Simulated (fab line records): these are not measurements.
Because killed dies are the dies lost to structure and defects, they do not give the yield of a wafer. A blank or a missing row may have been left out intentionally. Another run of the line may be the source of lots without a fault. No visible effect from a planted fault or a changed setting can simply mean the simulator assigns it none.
fab line records | flow ritCmos
record lots=6 wafers=18 lastDay=7
route steps=202 shown SDANNEAL@156 PSD@157 NSD@158 PLDD@159 NLDD@160 SILICIDE@161 CONTACT@168 M1@202
lots untouched by any fault: they come from a run of this same line in which no faults occurred
startH: start of the lot's first displayed wafer, in hours after the record's first day | waitH: how many hours have passed since the lot's step before this one | " as in the row above | L1.1+2: a single row standing in for several wafers | - no value present, or no start provided | * or withheld: withheld | < > ~ a bound
route shown NAME@n: names a module that has steps shown in the file, with the first one's number in the route | usual: average and standard deviation across the fault-free wafers | same: alike in all rows | chamber/n: place in a boat | sites: per-site readings | _std_site: the values' standard deviation | _edge_site: outer sites' mean less inner sites' | radiusMm: for every site, how far away it sits from the centre of the wafer | mask NAME#n: copy n | behind: the tool/chamber that last shaped the wafer | hold: cause of the lot's hold/its duration in hours/its outcome | device: transistor that didn't switch, given as n, p or np | end of line: tests of these same wafers at the route's end | where a step has no rows: the recipe by itself | killed: the dies lost at the first sort to structure and to defects; this is not the yield of the wafer | map: per-die view of a wafer (x killed, . not killed, _ where there is no die)
set.NAME: the setting as run; set.NAME@STEP: as run at that earlier step | model.NAME: the simulator's own value behind a step, which no gauge read
lots at some steps of the route; a table a step, a row a wafer
services: from which hour (startH, from the record's first day; less than 0 if before it) a tool's chamber was out of use, for how many hours, and why
## steps
# step RIT_SDANNEAL_RTA_03
# recipe tempC=1050 timeS=5 idleTempC=600 rampUpCPerS=342 rampDownCPerS=171 coolToC=600 ambient=N2
# usual wafer_temp_C_max=1053.7/1.2
# columns lot.wafer tool chamber startH waitH wafer_temp_C_max
L159.2 rtpAnneal-02 0 80.61 0.0 1052.9
L159.3 " 0 " " 1054.9
L159.4 " 0 " " 1053.2
L163.2 rtpAnneal-02 0 99.00 0.0 1054.0
L163.4 " 0 " " 1055.5
L163.6 " 0 " " 1052.7
L164.1 rtpAnneal-01 0 102.88 0.0 1053.5
L164.5 " 0 " " 1053.2
L164.6 " 0 " " 1053.9
L170.3 rtpAnneal-01 0 131.71 0.0 1053.9
L170.4 " 0 " " 1053.0
L170.6 " 0 " " 1053.2
L171.2 rtpAnneal-02 0 139.05 0.0 1053.1
L171.3 " 0 " " 1055.2
L171.5 " 0 " " 1055.0
L175.3 rtpAnneal-02 0 158.70 0.0 1054.3
L175.4 " 0 " " 1053.9
L175.6 " 0 " " 1053.5
# step RIT_SDANNEAL_RS_MEAS_04
# recipe thkMeasGauge=four-point-probe
# usual PSD_RS=115.68/0.28
# columns lot.wafer tool chamber startH waitH PSD_RS[ohm/sq]
L159.2 filmMetro-03 - 80.73 0.1 115.27
L159.3 " - " " 115.43
L159.4 " - " " 115.21
L163.2 filmMetro-03 - 99.07 0.1 115.73
L163.4 " - " " 115.40
L163.6 " - " " 115.58
L164.1 filmMetro-04 - 102.94 0.0 115.92
L164.5 " - " " 115.62
L164.6 " - " " 115.86
L170.3 filmMetro-03 - 131.78 0.1 115.69
L170.4 " - " " 115.28
L170.6 " - " " 115.35
L171.2 filmMetro-02 - 139.11 0.1 115.85
L171.3 " - " " 116.16
L171.5 " - " " 115.94
L175.3 filmMetro-04 - 158.78 0.1 115.56
L175.4 " - " " 115.61
L175.6 " - " " 115.93
# step RIT_SDANNEAL_RS_MEAS_05
# recipe thkMeasGauge=four-point-probe
# usual NSD_RS=84.5/0.34
# columns lot.wafer tool chamber startH waitH NSD_RS[ohm/sq]
L159.2 filmMetro-03 - 80.85 0.1 83.7
L159.3 " - " " 83.8
L159.4 " - " " 83.6
L163.2 filmMetro-03 - 99.19 0.1 84.6
L163.4 " - " " 84.8
L163.6 " - " " 84.5
L164.1 filmMetro-04 - 103.06 0.1 84.3
L164.5 " - " " 84.2
L164.6 " - " " 84.6
L170.3 filmMetro-03 - 131.90 0.1 84.7
L170.4 " - " " 84.4
L170.6 " - " " 84.4
L171.2 filmMetro-02 - 139.23 0.1 84.7
L171.3 " - " " 84.9
L171.5 " - " " 84.6
L175.3 filmMetro-04 - 158.90 0.1 84.4
L175.4 " - " " 84.1
L175.6 " - " " 84.3
# step RIT_SDANNEAL_RS_MEAS_06
# recipe thkMeasGauge=four-point-probe
# usual PLDD_RS=178.6/0.45
# columns lot.wafer tool chamber startH waitH PLDD_RS[ohm/sq]
L159.2 filmMetro-03 - 80.97 0.1 177.8
L159.3 " - " " 178.3
L159.4 " - " " 178.3
L163.2 filmMetro-03 - 99.31 0.1 179.1
L163.4 " - " " 178.4
L163.6 " - " " 179.2
L164.1 filmMetro-04 - 103.18 0.1 179.1
L164.5 " - " " 178.2
L164.6 " - " " 179.1
L170.3 filmMetro-03 - 132.02 0.1 178.0
L170.4 " - " " 178.3
L170.6 " - " " 178.2
L171.2 filmMetro-02 - 139.35 0.1 178.8
L171.3 " - " " 179.0
L171.5 " - " " 179.3
L175.3 filmMetro-04 - 159.02 0.1 178.6
L175.4 " - " " 178.4
L175.6 " - " " 178.7
# step RIT_SDANNEAL_RS_MEAS_07
# recipe thkMeasGauge=four-point-probe
# usual NLDD_RS=151.5/0.45
# columns lot.wafer tool chamber startH waitH NLDD_RS[ohm/sq]
L159.2 filmMetro-03 - 81.09 0.1 151.0
L159.3 " - " " 150.9
L159.4 " - " " 151.0
L163.2 filmMetro-03 - 99.43 0.1 151.1
L163.4 " - " " 151.3
L163.6 " - " " 151.5
L164.1 filmMetro-04 - 103.30 0.1 152.3
L164.5 " - " " 151.6
L164.6 " - " " 151.5
L170.3 filmMetro-03 - 132.14 0.1 150.9
L170.4 " - " " 151.2
L170.6 " - " " 151.2
L171.2 filmMetro-02 - 139.47 0.1 151.9
L171.3 " - " " 152.2
L171.5 " - " " 152.4
L175.3 filmMetro-04 - 159.14 0.1 151.4
L175.4 " - " " 151.6
L175.6 " - " " 151.0
# step RIT_SILICIDE_WET_ETCH_00
# recipe chemistry=BOE target=SiO2 targetDepthNm=14 timeS=15 dry=n2Spin dilution=10:1 tempC=21.5
# step RIT_SILICIDE_SPUTTER_01
# recipe material=Ti targetThkNm=30 powerW=350 chamberPressurePa=0.667 gas=Ar timeS=240 substrateTempC=25
# usual throttleValvePct=30.5/0.99
# columns lot.wafer tool chamber startH waitH throttleValvePct
L159.2 pvdSputter-03 - 81.20 0.0 30.0
L159.3 " - " " 29.3
L159.4 " - " " 29.7
L163.2 pvdSputter-03 - 99.54 0.0 33.1
L163.4 " - " " 29.1
L163.6 " - " " 29.6
L164.1 pvdSputter-02 - 103.43 0.0 30.9
L164.5 " - " " 30.9
L164.6 " - " " 30.9
L170.3 pvdSputter-02 - 132.24 0.0 30.7
L170.4 " - " " 31.2
L170.6 " - " " 30.5
L171.2 pvdSputter-03 - 139.59 0.0 29.7
L171.3 " - " " 29.6
L171.5 " - " " 29.6
L175.3 pvdSputter-03 - 159.23 0.0 30.1
L175.4 " - " " 29.5
L175.6 " - " " 32.7
# step RIT_SILICIDE_RS_MEAS_02
# recipe thkMeasGauge=four-point-probe reads=Ti_of_SILICIDE_SPUTTER_01
# usual SILICIDE_TI_RS=47.6/0.53
# columns lot.wafer tool chamber startH waitH SILICIDE_TI_RS[ohm/sq]
L159.2 filmMetro-01 - 81.37 0.1 48.4
L159.3 " - " " 47.8
L159.4 " - " " 48.7
L163.2 filmMetro-01 - 99.71 0.1 48.3
L163.4 " - " " 47.9
L163.6 " - " " 48.6
L164.1 filmMetro-02 - 103.58 0.1 47.4
L164.5 " - " " 47.3
L164.6 " - " " 48.0
L170.3 filmMetro-04 - 132.43 0.1 47.6
L170.4 " - " " 47.8
L170.6 " - " " 47.2
L171.2 filmMetro-01 - 139.76 0.1 46.9
L171.3 " - " " 46.2
L171.5 " - " " 46.7
L175.3 filmMetro-01 - 159.42 0.1 47.1
L175.4 " - " " 47.3
L175.6 " - " " 47.8
# step RIT_SILICIDE_THK_MEAS_03
# recipe thkMeasGauge=xrf reads=Ti_of_SILICIDE_SPUTTER_01
# usual SILICIDE_TI_THK=30.6/0.32
# columns lot.wafer tool chamber startH waitH SILICIDE_TI_THK[nm]
L159.2 filmMetro-01 - 81.48 0.1 30.1
L159.3 " - " " 30.5
L159.4 " - " " 29.9
L163.2 filmMetro-01 - 99.82 0.1 30.1
L163.4 " - " " 30.3
L163.6 " - " " 29.9
L164.1 filmMetro-02 - 103.70 0.1 30.7
L164.5 " - " " 30.8
L164.6 " - " " 30.3
L170.3 filmMetro-04 - 132.53 0.1 30.8
L170.4 " - " " 30.5
L170.6 " - " " 30.7
L171.2 filmMetro-01 - 139.87 0.1 30.9
L171.3 " - " " 31.3
L171.5 " - " " 31.0
L175.3 filmMetro-01 - 159.52 0.1 30.7
L175.4 " - " " 30.6
L175.6 " - " " 30.4
# step RIT_SILICIDE_RTA_04
# recipe tempC=650 timeS=10 idleTempC=25 rampUpS=5 rampDownS=5 coolToC=25 ambient=N2
# usual wafer_temp_C_max=652.3/0.64
# columns lot.wafer tool chamber startH waitH wafer_temp_C_max
L159.2 rtpAnneal-02 0 81.54 0.1 652.8
L159.3 " 0 " " 652.4
L159.4 " 0 " " 651.7
L163.2 rtpAnneal-01 0 99.88 0.1 651.8
L163.4 " 0 " " 651.7
L163.6 " 0 " " 651.7
L164.1 rtpAnneal-02 0 103.76 0.1 653.9
L164.5 " 0 " " 653.0
L164.6 " 0 " " 652.9
L170.3 rtpAnneal-02 0 132.59 0.1 653.3
L170.4 " 0 " " 653.0
L170.6 " 0 " " 653.4
L171.2 rtpAnneal-01 0 139.93 0.1 651.6
L171.3 " 0 " " 652.2
L171.5 " 0 " " 651.8
L175.3 rtpAnneal-01 0 159.59 0.1 651.7
L175.4 " 0 " " 651.2
L175.6 " 0 " " 651.8
# step RIT_SILICIDE_WET_ETCH_05
# recipe chemistry=SPM target=Ti tempC=90 timeS=120 dry=n2Spin
# step RIT_SILICIDE_RTA_06
# recipe tempC=750 timeS=10 idleTempC=25 rampUpS=5 rampDownS=10 coolToC=25 ambient=N2
# usual wafer_temp_C_max=752.9/0.86
# columns lot.wafer tool chamber startH waitH wafer_temp_C_max
L159.2 rtpAnneal-01 0 81.65 0.0 752.0
L159.3 " 0 " " 752.3
L159.4 " 0 " " 752.4
L163.2 rtpAnneal-02 0 99.99 0.0 752.4
L163.4 " 0 " " 753.2
L163.6 " 0 " " 753.5
L164.1 rtpAnneal-01 0 103.87 0.0 752.7
L164.5 " 0 " " 752.5
L164.6 " 0 " " 752.6
L170.3 rtpAnneal-01 0 132.70 0.0 752.4
L170.4 " 0 " " 752.5
L170.6 " 0 " " 752.6
L171.2 rtpAnneal-02 0 140.04 0.0 752.9
L171.3 " 0 " " 753.1
L171.5 " 0 " " 752.1
L175.3 rtpAnneal-02 0 159.70 0.0 753.3
L175.4 " 0 " " 753.5
L175.6 " 0 " " 752.2
# step RIT_CONTACT_CVD_00
# recipe material=SiO2 targetThkNm=400 precursor=TEOS tempC=390 timeS=61 rfW=412.9
# usual heaterPowerW=318/65 rfFwdPowerW=409.3/1.6 susceptorTempC=390.00/0.21
# columns lot.wafer tool chamber startH waitH heaterPowerW rfFwdPowerW susceptorTempC
L159.2 pecvd-01 2 81.70 0.0 293 409.3 389.83
L159.3 " 0 " " 333 410.0 389.59
L159.4 " 0 " " 343 409.4 390.05
L163.2 pecvd-02 2 100.05 0.0 - - -
L163.4 " 0 " " - - -
L163.6 " 1 " " - - -
L164.1 pecvd-03 2 103.94 0.1 - - -
L164.5 " 1 " " - - -
L164.6 " 0 " " - - -
L170.3 pecvd-03 0 132.74 0.0 254 409.2 389.92
L170.4 " 0 " " 260 409.8 390.03
L170.6 " 2 " " 401 405.3 389.99
L171.2 pecvd-01 2 140.10 0.0 328 409.5 390.21
L171.3 " 1 " " 291 410.7 390.18
L171.5 " 2 " " 330 409.2 390.33
L175.3 pecvd-02 2 159.74 0.0 422 406.8 390.11
L175.4 " 0 " " 268 406.4 390.08
L175.6 " 1 " " 239 409.7 389.66
# step RIT_CONTACT_HMDS_02
# recipe primeTimeS=60 primeTempC=140
# step RIT_CONTACT_COAT_03
# recipe resist=NOVOLAK spinRpm=3250 resistThkNm=1000
# step RIT_CONTACT_SOFTBAKE_04
# recipe resist=NOVOLAK tempC=90 timeS=60
# step RIT_CONTACT_EXPOSE_05
# recipe maskId=M11 na=0.6 sourceShape=conventional sigmaOuter=0.5 targetCdNm=1000 doseMj=250
# step RIT_CONTACT_PEB_06
# recipe resist=NOVOLAK tempC=withheld timeS=withheld
# step RIT_CONTACT_DEVELOP_07
# recipe resist=NOVOLAK developTimeS=120 devTempC=23
# step RIT_CONTACT_CD_MEAS_08
# recipe targetCdNm=1000
# usual cdNm=1000.1/2.3
# columns lot.wafer tool chamber startH waitH cdNm
L159.2 cdSem-01 - 82.93 - 1000.5
L159.3 " - " " 1000.2
L159.4 " - " " 998.8
L163.2 cdSem-02 - 101.33 - 1000.7
L163.4 " - " " 998.5
L163.6 " - " " 1000.1
L164.1 cdSem-02 - 105.01 - 999.9
L164.5 " - " " 998.9
L164.6 " - " " 997.6
L170.3 cdSem-01 - 133.98 - 999.1
L170.4 " - " " 1000.5
L170.6 " - " " 1000.1
L171.2 cdSem-01 - 141.41 - 995.4
L171.3 " - " " 994.9
L171.5 " - " " 995.7
L175.3 cdSem-01 - 160.86 - 998.3
L175.4 " - " " 999.7
L175.6 " - " " 1000.0
# step RIT_CONTACT_OVL_MEAS_09
# usual CONTACT_OVL=0.7/1.3
# columns lot.wafer tool chamber startH waitH CONTACT_OVL[nm]
L159.2 overlay-02 - 83.03 0.1 1.1
L159.3 " - " " 3.6
L159.4 " - " " 1.9
L163.2 overlay-01 - 101.43 0.1 1.7
L163.4 " - " " 1.4
L163.6 " - " " 3.1
L164.1 overlay-01 - 105.13 0.1 1.2
L164.5 " - " " 0.4
L164.6 " - " " -0.1
L170.3 overlay-02 - 134.08 0.1 -0.2
L170.4 " - " " 0.8
L170.6 " - " " 1.8
L171.2 overlay-01 - 141.51 0.1 -0.2
L171.3 " - " " 0.6
L171.5 " - " " -0.8
L175.3 overlay-01 - 160.95 0.1 3.4
L175.4 " - " " 1.6
L175.6 " - " " 3.4
# step RIT_CONTACT_HARDBAKE_10
# recipe resist=NOVOLAK tempC=140 timeS=60
# step RIT_CONTACT_ETCH_11
# recipe targetDepthA=4800 overEtchFrac=0.2 stopOn=TiSi2 chemistry=CHF3/CF4/Ar target=SiO2 CHF3_flow_sccm=50 cf4FlowSccm=10 Ar_flow_sccm=100 O2_flow_sccm=5 pressureMtorr=100 rfW=200 timeS=315.2
# usual drypumpMotorCurrentA=5.8/0.38 oesProductAu=0.991/0.014 rfFwdPowerW=199.5/0.61 throttleValvePct=8.88/0.15
# same overEtchFrac=0.2
# columns lot.wafer tool chamber startH waitH drypumpMotorCurrentA oesProductAu rfFwdPowerW rfHoursCounterH throttleValvePct model.etch.depthNm model.CONTACT.featureDepthNm
L159.2 rieDiel-03 3 83.21 0.1 5.9 1.005 199.1 9 8.70 400.4 400.4
L159.3 " 0 " " 6.1 0.987 199.9 96 8.78 399.8 399.8
L159.4 " 2 " " 6.0 1.005 199.4 8 9.05 404.7 404.7
L163.2 rieDiel-04 0 101.61 0.1 5.3 0.929 199.7 1 8.96 0 1e-09
L163.4 " 1 " " 5.8 0.961 199.6 9 8.87 0 1e-09
L163.6 " 3 " " 6.6 0.942 199.1 - 9.21 0 1e-09
L164.1 rieDiel-01 3 105.32 0.1 5.8 0.914 200.6 42 8.75 0 1e-09
L164.5 " 0 " " 5.1 0.933 200.5 - 8.81 0 1e-09
L164.6 " 3 " " 5.8 0.911 199.2 - 8.75 0 1e-09
L170.3 rieDiel-01 1 134.25 0.1 6.1 0.994 199.1 0 9.07 400.7 400.7
L170.4 " 2 " " 5.6 0.993 200.0 125 8.74 407.7 407.7
L170.6 " 2 " " 5.6 0.999 198.5 - 8.76 410 410
L171.2 rieDiel-01 2 141.69 0.1 5.6 1.000 200.9 125 8.76 402 402
L171.3 " 3 " " 5.8 0.959 200.0 42 8.75 398.8 398.8
L171.5 " 1 " " 6.1 0.994 199.1 - 9.07 408.6 408.6
L175.3 rieDiel-01 3 161.17 0.1 5.8 0.962 200.3 43 8.75 399.7 399.7
L175.4 " 0 " " 5.1 0.977 199.2 0 8.82 404 404
L175.6 " 2 " " 5.6 1.000 199.5 - 8.75 401.6 401.6
# step RIT_CONTACT_STRIP_12
# recipe chemistry=O2 timeS=180 resist=NOVOLAK platenTempC=withheld powerW=500 pressureMtorr=4000 o2FlowSccm=4000
# usual drypumpMotorCurrentA=5.7/0.4
# columns lot.wafer tool chamber startH waitH drypumpMotorCurrentA rfHoursCounterH
L159.2 plasmaAsher-03 0 83.41 0.1 5.8 28
L159.3 " 1 " " 6.3 -
L159.4 " 0 " " 5.9 -
L163.2 plasmaAsher-01 1 101.81 0.1 5.1 46
L163.4 " 0 " " 5.7 -
L163.6 " 0 " " 5.7 -
L164.1 plasmaAsher-04 1 105.51 0.1 5.4 48
L164.5 " 0 " " 6.0 -
L164.6 " 1 " " 5.3 -
L170.3 plasmaAsher-03 1 134.50 0.2 6.3 -
L170.4 " 0 " " 5.9 -
L170.6 " 0 " " 5.9 -
L171.2 plasmaAsher-01 1 141.89 0.1 5.1 50
L171.3 " 0 " " 5.7 -
L171.5 " 0 " " 5.6 -
L175.3 plasmaAsher-01 0 161.42 0.2 5.7 -
L175.4 " 1 " " 5.1 -
L175.6 " 1 " " 5.1 -
# step RIT_CONTACT_CD_MEAS_90
# recipe targetCdNm=1000
# usual cdNm=1000.1/2.3
# columns lot.wafer tool chamber startH waitH cdNm
L159.2 cdSem-01 - 83.60 0.1 1000.5
L159.3 " - " " 1000.5
L159.4 " - " " 998.9
L163.2 cdSem-01 - 102.00 0.1 -
L163.4 " - " " -
L163.6 " - " " -
L164.1 cdSem-01 - 105.69 0.1 -
L164.5 " - " " -
L164.6 " - " " -
L170.3 cdSem-02 - 134.66 0.1 999.4
L170.4 " - " " 1000.2
L170.6 " - " " 1000.3
L171.2 cdSem-02 - 142.08 0.1 995.5
L171.3 " - " " 995.0
L171.5 " - " " 995.7
L175.3 cdSem-02 - 161.58 0.1 998.3
L175.4 " - " " 999.6
L175.6 " - " " 1000.2
# step RIT_CONTACT_CLEAN_13
# recipe chemistry=SC1 mix=3:3:50 timeS=600 tempC=75
# step RIT_M1_PROBE_99
# usual killedAtContacts=0.1/0.27 killedAtFrontEnd=6.7/2.9 killedDies=6.7/2.9 killedOnRim=1.8/1.4 killedOpen=3.4/1.8 killedShort=3.3/2.2
# same grossDies=264 killed_at_M0_to_M3=0 killed_at_M4_up=0 killedAtBackSide=0 killedAtOther=0
# columns lot.wafer tool chamber startH waitH killedAtContacts killedAtFrontEnd killedDies killedOnRim killedOpen killedShort
L159.2 prober-01 - 88.27 0.1 0 8 8 1 3 5
L159.3 prober-01 - 88.32 0.2 0 3 3 0 1 2
L159.4 prober-01 - 88.37 0.2 0 4 4 0 2 2
L163.2 prober-02 - 107.01 0.1 263 1 264 70 0 1
L163.4 prober-02 - 107.11 0.2 263 1 264 70 0 1
L163.6 prober-02 - 107.21 0.2 263 1 264 70 1 0
L164.1 prober-01 - 110.59 0.1 262 2 264 70 1 1
L164.5 prober-01 - 110.79 0.2 263 1 264 70 1 1
L164.6 prober-01 - 110.84 0.2 261 3 264 70 1 2
L170.3 prober-01 - 139.36 0.2 0 6 6 1 4 2
L175.3 prober-02 - 166.12 0.2 0 7 7 2 4 3
L175.4 prober-02 - 166.17 0.2 0 7 7 3 2 5
L175.6 prober-02 - 166.27 0.2 0 6 6 1 3 3
# killed by level:class
L159.2 GATE:geometricParticle:short=2 GATE:geometricParticle:open=2 FOX1:geometricParticle:short=1 SPACER:geometricParticle:short=1 SILICIDE:geometricParticle:open=1 SILICIDE:geometricParticle:short=1
L159.3 GATE:geometricParticle:short=1 SILICIDE:geometricParticle:open=1 SILICIDE:geometricParticle:short=1
L159.4 FOX1:geometricParticle:open=1 FOX2:geometricParticle:short=1 GATE:geometricParticle:short=1 GATE:geometricParticle:open=1
L163.2 CONTACT:lostPattern=262 FOX2:geometricParticle:short=1 CONTACT:areaCvd=1
L163.4 CONTACT:lostPattern=262 FOX1:geometricParticle:short=1 CONTACT:areaCvd=1
L163.6 CONTACT:lostPattern=261 CONTACT:areaCvd=2 SILICIDE:geometricParticle:open=1
L164.1 CONTACT:lostPattern=260 CONTACT:areaCvd=2 REOX:geometricParticle:short=1 SILICIDE:geometricParticle:open=1
L164.5 CONTACT:lostPattern=260 CONTACT:areaCvd=2 GATE:geometricParticle:open=1 CONTACT:geometricParticle:short=1
L164.6 CONTACT:lostPattern=261 SILICIDE:geometricParticle:short=2 REOX:geometricParticle:open=1
L170.3 SPACER:geometricParticle:open=3 FOX1:geometricParticle:open=1 FOX1:geometricParticle:short=1 SILICIDE:geometricParticle:short=1
L175.3 FOX2:geometricParticle:short=2 SPACER:geometricParticle:open=2 FOX1:geometricParticle:short=1 GATE:geometricParticle:open=1 SILICIDE:geometricParticle:open=1
L175.4 FOX2:geometricParticle:short=3 FOX2:geometricParticle:open=1 GATE:geometricParticle:short=1 SILICIDE:geometricParticle:open=1 SILICIDE:geometricParticle:short=1
L175.6 GATE:geometricParticle:short=2 FOX2:geometricParticle:open=1 GATE:geometricParticle:open=1 SPACER:geometricParticle:open=1 SPACER:geometricParticle:short=1
# map L163.2 (x killed, . not)
________xxxxxxx_______
_____xxxxxxxxxxxxx____
____xxxxxxxxxxxxxxx___
___xxxxxxxxxxxxxxxxx__
__xxxxxxxxxxxxxxxxxxx_
__xxxxxxxxxxxxxxxxxxx_
_xxxxxxxxxxxxxxxxxxxxx
_xxxxxxxxxxxxxxxxxxxxx
_xxxxxxxxxxxxxxxxxxxxx
_xxxxxxxxxxxxxxxxxxxxx
__xxxxxxxxxxxxxxxxxxx_
__xxxxxxxxxxxxxxxxxxx_
___xxxxxxxxxxxxxxxxx__
____xxxxxxxxxxxxxxx___
_____xxxxxxxxxxxxx____
________xxxxxxx_______
# map L164.1 (x killed, . not)
________xxxxxxx_______
_____xxxxxxxxxxxxx____
____xxxxxxxxxxxxxxx___
___xxxxxxxxxxxxxxxxx__
__xxxxxxxxxxxxxxxxxxx_
__xxxxxxxxxxxxxxxxxxx_
_xxxxxxxxxxxxxxxxxxxxx
_xxxxxxxxxxxxxxxxxxxxx
_xxxxxxxxxxxxxxxxxxxxx
_xxxxxxxxxxxxxxxxxxxxx
__xxxxxxxxxxxxxxxxxxx_
__xxxxxxxxxxxxxxxxxxx_
___xxxxxxxxxxxxxxxxx__
____xxxxxxxxxxxxxxx___
_____xxxxxxxxxxxxx____
________xxxxxxx_______
## services
# columns tool chamber startH hours kind
plasmaAsher-03 - 63.47 2.8 pm
rieDiel-01 - 63.98 0.3 repair
rieDiel-03 - 68.33 1.2 repair
rieDiel-01 3 70.58 8.1 repair
rieDiel-01 1 91.33 - clean
rieDiel-01 1 91.33 33.3 scheduledDown
rieDiel-01 1 91.33 33.3 ventCycle
rieDiel-03 1 96.18 13.8 repair
pecvd-02 2 107.85 11.2 repair
plasmaAsher-04 - 108.75 9.0 pm
plasmaAsher-04 0 108.75 9.0 ventCycle
plasmaAsher-04 1 108.75 9.0 ventCycle
plasmaAsher-04 0 117.75 - clean
plasmaAsher-04 1 117.75 - clean
rieDiel-01 3 119.73 3.9 repair
pecvd-02 2 121.51 5.9 repair
rieDiel-01 0 135.58 - clean
rieDiel-01 0 135.58 19.6 scheduledDown
rieDiel-01 0 135.58 19.6 ventCycle
plasmaAsher-03 - 139.37 6.4 repair
rieDiel-04 0 141.71 13.2 repair
rieDiel-01 1 144.43 3.3 repair
plasmaAsher-01 - 145.12 2.8 pm
pecvd-01 0 156.42 16.2 repair
## key
firstSign step=RIT_CONTACT_CVD_00 reading=toolRecord direction=missing
effect step=RIT_CONTACT_ETCH_11 reading=oesProductAu direction=down sigmas=4.1 usual=0.991 struck=0.931
effect step=RIT_CONTACT_CD_MEAS_90 reading=cdNm direction=missing
effect step=RIT_M1_PROBE_99 reading=killedAtContacts direction=up sigmas=99+ usual=0.1 struck=262.5
modelEffect step=RIT_CONTACT_ETCH_11 value=etch.depthNm without=407 struck=0
metAt RIT_CONTACT_CVD_00
struckWafers L163.2,L163.4,L163.6,L164.1,L164.5,L164.6
laterRowsLeftOut L163.2,L163.4,L163.6,L164.1,L164.5,L164.6
testerLeftOut L163,L164
fault kind=skippedStepWhole tool=pecvd-02,pecvd-03 chamber=- onsetH=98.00 steps=RIT_CONTACT_CVD_00 scope=struckLotsOnly
# testerLeftOut: of these lots the tester's yield and bins aren't shown, on N5 and GAA mostly nor the transistor test; their killed dies are dies lost to structure and defects alone, not to doping, threshold or leakage, so they don't give the yield
# laterRowsLeftOut: the simulator's readings of these wafers behind a module that went badly wrong aren't trusted and aren't shown, but for the sort
